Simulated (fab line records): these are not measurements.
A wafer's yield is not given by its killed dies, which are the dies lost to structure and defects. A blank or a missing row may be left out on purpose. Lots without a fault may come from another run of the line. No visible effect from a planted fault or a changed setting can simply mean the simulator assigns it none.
A struck lot beside a sound one :: flow ritCmos :: 16 steps out of a route of 202
Sound: these wafers, L879.2, L879.3, L879.5. Wafers struck: L889.2, L889.5, L889.6. The cause comes at the end.
Per side, at each step with rows, come the tool, then ch with its chambers, and then its first start. Under that, the readings that differ: sound wafers :: struck wafers :: difference of the means :: sigmas: that difference in standard deviations of wafers without a fault.
alike: same words and numbers on both sides, and readings whose means sit less than 2 such deviations apart. not compared: any withheld reading, any reading some wafer has no value for, any bound like >300 that may hide the same value, and any number with overlapping values for which the record gives no deviation.
Wherever a step has rows on one side only, a row that says differs or no value, or a row with sigmas, the two part there. Non-overlapping numbers with no deviation appear without sigmas and do not part them. A reading missing from all wafers of one side parts the sides only when that side holds two or more wafers.

RIT_ACTIVE_BOW_MEAS_00:
  struck on filmMetro-03, day 6 05:01; sound on filmMetro-01, day 4 03:01
  alike: INCOMING_BOW
then, 1 step without rows for these wafers: RIT_ACTIVE_OXIDATION_01 (target thk 46.8 nm, ox time 3209 s).
RIT_ACTIVE_THK_MEAS_02:
  struck on filmMetro-01, day 6 07:04; sound on filmMetro-03, day 4 05:28
  alike: ACTIVE_OXIDE_THK
then, 1 step without rows for these wafers: RIT_ACTIVE_CVD_03 (deposits Si3N4 from SiH2Cl2/NH3, target thk 150 nm, time 1500 s).
RIT_ACTIVE_THK_MEAS_04:
  struck on filmMetro-02, day 6 09:44; sound on filmMetro-03, day 4 06:56
reading: ACTIVE_NITRIDE_THK (nm)
sound: 147.9 148.2 149.0
struck: 152.3 151.1 150.4
difference: +2.9
sigmas: +2
then, 1 step without rows for these wafers: RIT_ACTIVE_HMDS_05 (prime time 60 s).
RIT_ACTIVE_COAT_06: resist thk 1000 nm.
  sound on lithoTrack-01 ch 0, day 4 07:10; struck on lithoTrack-02 ch 0, day 6 09:58
reading: spinSpeedRpm (rpm)
sound: 3252.7 3247.1 3250.2
struck: 2851.8 2850.7 2854.5
difference: -397.7
sigmas: -99 or more

reading: model.NOVOLAK_of_ACTIVE_COAT_06.thkNm (nm)
sound: 998.7 997.5 995.7
struck: 1071 1068 1071
difference: +73
sigmas: 
then, 4 steps without rows for these wafers: RIT_ACTIVE_SOFTBAKE_07 (time 60 s); RIT_ACTIVE_EXPOSE_08 (exposes mask M1, target cd 1400 nm); RIT_ACTIVE_PEB_09; RIT_ACTIVE_DEVELOP_10 (develop time 50 s).
RIT_ACTIVE_CD_MEAS_11 targets a cd of 1400 nm.
  struck on cdSem-02, day 6 10:48; sound on cdSem-02, day 4 07:59
reading: cdNm (nm)
sound: 1398.9 1399.9 1400.4
struck: 1406.4 1407.3 1406.2
difference: +6.9
sigmas: +4
then, 1 step without rows for these wafers: RIT_ACTIVE_HARDBAKE_12 (time 60 s).
RIT_ACTIVE_ETCH_13: etches Si3N4 in SF6, stops on SiO2, time 210 s, target depth 210 nm.
  sound on rieDiel-01 ch 1,2,3, day 4 08:14; struck on rieDiel-02 ch 0,1,2, day 6 11:12
reading: model.NOVOLAK_of_ACTIVE_COAT_06.thkNm (nm)
sound: 653.4 643.1 648.8
struck: 719.9 721.5 713.3
difference: +69.8
sigmas: 
  alike: drypumpMotorCurrentA, oesProductAu, throttleValvePct
  not compared: rfHoursCounterH
RIT_ACTIVE_STRIP_14: strips in O2, time 180 s.
  sound on plasmaAsher-01 ch 0,1, day 4 08:22; struck on plasmaAsher-02 ch 0,1, day 6 11:20
  alike: drypumpMotorCurrentA
  not compared: rfHoursCounterH
RIT_M1_PROBE_99:
  rows exist in the record for the sound wafers here (prober-02, day 6 06:56), none for the struck ones

== WHERE THEY PART ==
Last at RIT_M1_PROBE_99 as far as this record goes, first at RIT_ACTIVE_THK_MEAS_04.

WHY: what the simulator had put in
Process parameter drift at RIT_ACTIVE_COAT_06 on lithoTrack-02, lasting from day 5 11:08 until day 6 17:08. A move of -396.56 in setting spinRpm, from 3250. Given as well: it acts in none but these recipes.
